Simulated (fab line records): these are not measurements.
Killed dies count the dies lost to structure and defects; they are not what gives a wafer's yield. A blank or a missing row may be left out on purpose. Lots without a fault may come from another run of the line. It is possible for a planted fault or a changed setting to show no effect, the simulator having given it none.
What tool caused it?	flow rit-cmos	13 lots, 39 wafers sampled, at 4 steps of a route of 202

== WHAT EACH GAUGE READ, for each wafer ==
RIT_NLDD_OVL_MEAS_06.
lot	measured	on	NLDD_OVL (nm)
L207	day 2 19:34	overlay-01	2.9 2.7 3.1
L210	day 3 14:01	overlay-01	- - -
L220	day 5 14:38	overlay-01	-0.4 -0.1 0.7
L221	day 5 18:55	overlay-02	-4.5 -2.8 -4.8
L222	day 5 21:36	overlay-02	1.6 1.6 3.0
L223	day 6 03:16	overlay-01	-5.3 -5.3 -2.6
L224	day 6 09:06	overlay-02	4.0 4.0 4.7
L225	day 6 16:02	overlay-01	-0.1 0.0 -1.5
L226	day 6 20:49	overlay-02	0.3 -4.7 -2.1
L227	day 6 23:29	overlay-01	-0.4 0.7 0.0
L228	day 7 09:03	overlay-02	0.8 -1.6 -1.2
L229	day 7 09:17	overlay-01	2.6 1.4 3.1
L230	day 7 16:37	overlay-01	-1.8 -1.1 0.4

RIT_NLDD_TW_MEAS_10.
lot	measured	on	NLDD_TW
L207	day 2 20:05	film-metro-02	2482 2488 2506
L210	day 3 14:32	film-metro-02	30 30 30
L220	day 5 15:11	film-metro-03	2479 2484 2489
L221	day 5 19:25	film-metro-03	2481 2488 2487
L222	day 5 22:20	film-metro-02	2485 2479 2485
L223	day 6 03:47	film-metro-04	2501 2488 2501
L224	day 6 09:37	film-metro-03	2491 2492 2485
L225	day 6 16:46	film-metro-02	2487 2489 2503
L226	day 6 21:19	film-metro-04	2500 2494 2494
L227	day 7 00:00	film-metro-03	2490 2478 2478
L228	day 7 09:34	film-metro-03	2490 2502 2483
L229	day 7 09:48	film-metro-03	2482 2485 2491
L230	day 7 17:07	film-metro-04	2493 2511 2512

RIT_PLDD_TW_MEAS_10.
lot	measured	on	PLDD_TW
L207	day 2 21:37	film-metro-02	2352 2342 2337
L210	day 3 15:58	film-metro-03	2858 2875 2855
L220	day 5 16:46	film-metro-04	2345 2353 2345
L221	day 5 20:59	film-metro-04	2345 2349 2349
L222	day 5 23:52	film-metro-02	2350 2338 2338
L223	day 6 05:12	film-metro-03	2341 2330 2332
L224	day 6 11:29	film-metro-02	2354 2336 2354
L225	day 6 18:11	film-metro-02	2342 2359 2343
L226	day 6 22:44	film-metro-03	2331 2347 2343
L227	day 7 01:32	film-metro-03	2338 2336 2341
L228	day 7 11:11	film-metro-04	2377 2369 2362
L229	day 7 11:22	film-metro-03	2337 2346 2331
L230	day 7 18:34	film-metro-04	2365 2353 2366

== WHICH TOOL RAN EACH LOT (tool, then ch and the chambers of the sampled wafers, then the start) ==
lot	RIT_NLDD_EXPOSE_03
L207	iline-stepper-02 ch 0, day 2 19:11
L210	iline-stepper-01 ch 0, day 3 13:38
L220	iline-stepper-01 ch 0, day 5 14:14
L221	iline-stepper-01 ch 0, day 5 18:31
L222	iline-stepper-02 ch 0, day 5 21:12
L223	iline-stepper-01 ch 0, day 6 02:52
L224	iline-stepper-02 ch 0, day 6 08:43
L225	iline-stepper-01 ch 0, day 6 15:38
L226	iline-stepper-01 ch 0, day 6 20:25
L227	iline-stepper-02 ch 0, day 6 23:05
L228	iline-stepper-01 ch 0, day 7 08:40
L229	iline-stepper-02 ch 0, day 7 08:53
L230	iline-stepper-01 ch 0, day 7 16:13
- RIT_NLDD_EXPOSE_03: exposes mask M7, target cd 40700 nm.

== WHAT THE TOOLS THEMSELVES READ (means of the sampled wafers that have a number; where no wafer has one, the mark that the record gives instead) ==
The record holds no such reading with a usual standard deviation.

== THE ANSWER, worked out from the rows above alone ==
Rule: the usual values come from the lots themselves. The widest of any qualifying gaps counts: lots, ordered by their means at a reading, are off when they make up no more than a third of the lots, leave a main group of 4 or more, and stand apart from it by 3 or more times the standard deviation of that group's means. Not used: any main group whose means are identical at the precision the tables above print for the reading. Also off: a lot with no number at a reading for which 4 or more lots have one. All remaining lots with rows at the step are treated as sound. First the gauges in route order, then the tools' own readings, where a lot's mean is used as printed above. The first step at which some lot is off is used, and at that step the reading that is off furthest; a lot without a number counts as furthest.
Off: L210, seen at RIT_NLDD_OVL_MEAS_06 (NLDD_OVL). Without a number there: L210. Main group: mean -0.1 nm, sd 2.5.
If a tool, at a process step before that reading, ran all the lots that are off and no sound lot after the first of them, it fits. Not tried: the gauges at RIT_NLDD_OVL_MEAS_06; whatever is off there is also off at RIT_NLDD_TW_MEAS_10, on other tools, and gauge error can't account for it. Not one of the candidates tried fits.

== WHAT WAS PUT IN BY THE SIMULATOR ==
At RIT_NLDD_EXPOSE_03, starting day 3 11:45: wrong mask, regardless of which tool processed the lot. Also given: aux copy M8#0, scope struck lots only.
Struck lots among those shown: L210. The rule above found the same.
